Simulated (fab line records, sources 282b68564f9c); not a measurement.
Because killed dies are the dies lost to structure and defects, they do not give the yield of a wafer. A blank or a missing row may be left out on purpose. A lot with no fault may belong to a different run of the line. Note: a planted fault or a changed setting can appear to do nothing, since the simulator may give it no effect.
Which tool was responsible? || flow rit-cmos || 14 lots, 42 wafers sampled, at 2 steps of a route of 202

## WHAT THE GAUGES SHOWED, per wafer
Not one reading of a measure or inspect step in the record can be checked against a usual standard deviation.

## WHICH TOOL RAN EACH LOT (tool, then ch and the chambers of the sampled wafers, then the start)
{"lot": "L620", "RIT_CONTACT_STRIP_12": "plasma-asher-02 ch 0,1, day 3 09:20", "RIT_M1_PROBE_99": "-"}
{"lot": "L621", "RIT_CONTACT_STRIP_12": "plasma-asher-04 ch 0,1, day 3 15:37", "RIT_M1_PROBE_99": "-"}
{"lot": "L622", "RIT_CONTACT_STRIP_12": "plasma-asher-02 ch 0,1, day 3 19:16", "RIT_M1_PROBE_99": "-"}
{"lot": "L623", "RIT_CONTACT_STRIP_12": "plasma-asher-03 ch 0,1, day 4 01:56", "RIT_M1_PROBE_99": "-"}
{"lot": "L625", "RIT_CONTACT_STRIP_12": "plasma-asher-02 ch 0,1, day 4 09:18", "RIT_M1_PROBE_99": "-"}
{"lot": "L626", "RIT_CONTACT_STRIP_12": "plasma-asher-03 ch 0,1, day 4 15:52", "RIT_M1_PROBE_99": "-"}
{"lot": "L628", "RIT_CONTACT_STRIP_12": "plasma-asher-03 ch 0,1, day 5 02:20", "RIT_M1_PROBE_99": "-"}
{"lot": "L633", "RIT_CONTACT_STRIP_12": "plasma-asher-03 ch 0,1, day 6 02:59", "RIT_M1_PROBE_99": "prober-01, day 6 07:49"}
{"lot": "L634", "RIT_CONTACT_STRIP_12": "plasma-asher-03 ch 0,1, day 6 07:03", "RIT_M1_PROBE_99": "prober-02, day 6 11:43"}
{"lot": "L635", "RIT_CONTACT_STRIP_12": "plasma-asher-04 ch 0, day 6 12:38", "RIT_M1_PROBE_99": "-"}
{"lot": "L637", "RIT_CONTACT_STRIP_12": "plasma-asher-04 ch 0,1, day 6 22:16", "RIT_M1_PROBE_99": "-"}
{"lot": "L639", "RIT_CONTACT_STRIP_12": "plasma-asher-02 ch 0,1, day 7 09:33", "RIT_M1_PROBE_99": "-"}
{"lot": "L640", "RIT_CONTACT_STRIP_12": "plasma-asher-02 ch 0,1, day 7 12:59", "RIT_M1_PROBE_99": "-"}
{"lot": "L642", "RIT_CONTACT_STRIP_12": "plasma-asher-04 ch 0,1, day 7 22:22", "RIT_M1_PROBE_99": "-"}
- RIT_CONTACT_STRIP_12: strips in O2, time 180 s.
- RIT_M1_PROBE_99

## AS READ BY THE TOOLS THEMSELVES (means over the sampled wafers that have a number; for cases with no such wafer, the mark the record gives instead)
RIT_CONTACT_STRIP_12. Usual: drypump-motor-current-A at 5.6 A, with a standard deviation of 0.49.
{"lot": "L620", "tool": "plasma-asher-02", "drypump-motor-current-A (A)": 5.7, "flag": ""}
{"lot": "L621", "tool": "plasma-asher-04", "drypump-motor-current-A (A)": 5.9, "flag": ""}
{"lot": "L622", "tool": "plasma-asher-02", "drypump-motor-current-A (A)": 5.6, "flag": ""}
{"lot": "L623", "tool": "plasma-asher-03", "drypump-motor-current-A (A)": 5.7, "flag": ""}
{"lot": "L625", "tool": "plasma-asher-02", "drypump-motor-current-A (A)": 5.6, "flag": ""}
{"lot": "L626", "tool": "plasma-asher-03", "drypump-motor-current-A (A)": 5.2, "flag": ""}
{"lot": "L628", "tool": "plasma-asher-03", "drypump-motor-current-A (A)": 5.7, "flag": ""}
{"lot": "L633", "tool": "plasma-asher-03", "drypump-motor-current-A (A)": 5.7, "flag": ""}
{"lot": "L634", "tool": "plasma-asher-03", "drypump-motor-current-A (A)": 5.2, "flag": ""}
{"lot": "L635", "tool": "plasma-asher-04", "drypump-motor-current-A (A)": 5.5, "flag": ""}
{"lot": "L637", "tool": "plasma-asher-04", "drypump-motor-current-A (A)": 5.7, "flag": ""}
{"lot": "L639", "tool": "plasma-asher-02", "drypump-motor-current-A (A)": 5.8, "flag": ""}
{"lot": "L640", "tool": "plasma-asher-02", "drypump-motor-current-A (A)": 5.8, "flag": ""}
{"lot": "L642", "tool": "plasma-asher-04", "drypump-motor-current-A (A)": 5.7, "flag": ""}

RIT_M1_PROBE_99. Usual: killed_at_M0_to_M3 0.0, standard deviation 0.14; killed-at-contacts 0.0, standard deviation 0.22; killed-at-front-end 6.5, standard deviation 3; killed-dies 6.6, standard deviation 3; killed-open 3.4, standard deviation 2.2; killed-short 3.3, standard deviation 1.7.
{"lot": "L633", "tool": "prober-01", "killed_at_M0_to_M3": 0.0, "killed-at-contacts": 11.3, "killed-at-front-end": 6.3, "killed-dies": 17.7, "killed-open": 3.7, "killed-short": 2.7, "flag": "OFF"}
{"lot": "L634", "tool": "prober-02", "killed_at_M0_to_M3": 0.0, "killed-at-contacts": 25.3, "killed-at-front-end": 1.7, "killed-dies": 27.0, "killed-open": 0.7, "killed-short": 1.0, "flag": "OFF"}

## THE ANSWER, worked out from the rows above alone
Rule: a lot is off if the mean of its wafers that have a number lies more than 3 standard deviations from the usual mean. A lot without any number at a reading at which 4 lots or more have one is off too. The other lots that the step has rows for count as sound. After the gauges, taken in route order, come the tools' own readings; for these a lot's mean is taken, as printed above. At the first step where some lot is off, the reading lying furthest off is the one used; lots without a number count as furthest.
Off, at RIT_M1_PROBE_99 on killed-at-contacts: L633, L634. Neither off nor sound, because the step has no rows for them: L620, L621, L622, L623, L625, L626, L628, L635, L637, L639, L640, L642.
A tool fits if, at that step or a process step before it, it ran every lot that is off, and no sound lot after the first of them. One fits: RIT_CONTACT_STRIP_12 on plasma-asher-03. It ran no sound lot before its first lot that is off in this sample, so the start can't be narrowed down.

## WHAT HAD BEEN PUT IN BY THE SIMULATOR
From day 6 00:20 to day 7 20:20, plasma-asher-03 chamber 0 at RIT_CONTACT_STRIP_12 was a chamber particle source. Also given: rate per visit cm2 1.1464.
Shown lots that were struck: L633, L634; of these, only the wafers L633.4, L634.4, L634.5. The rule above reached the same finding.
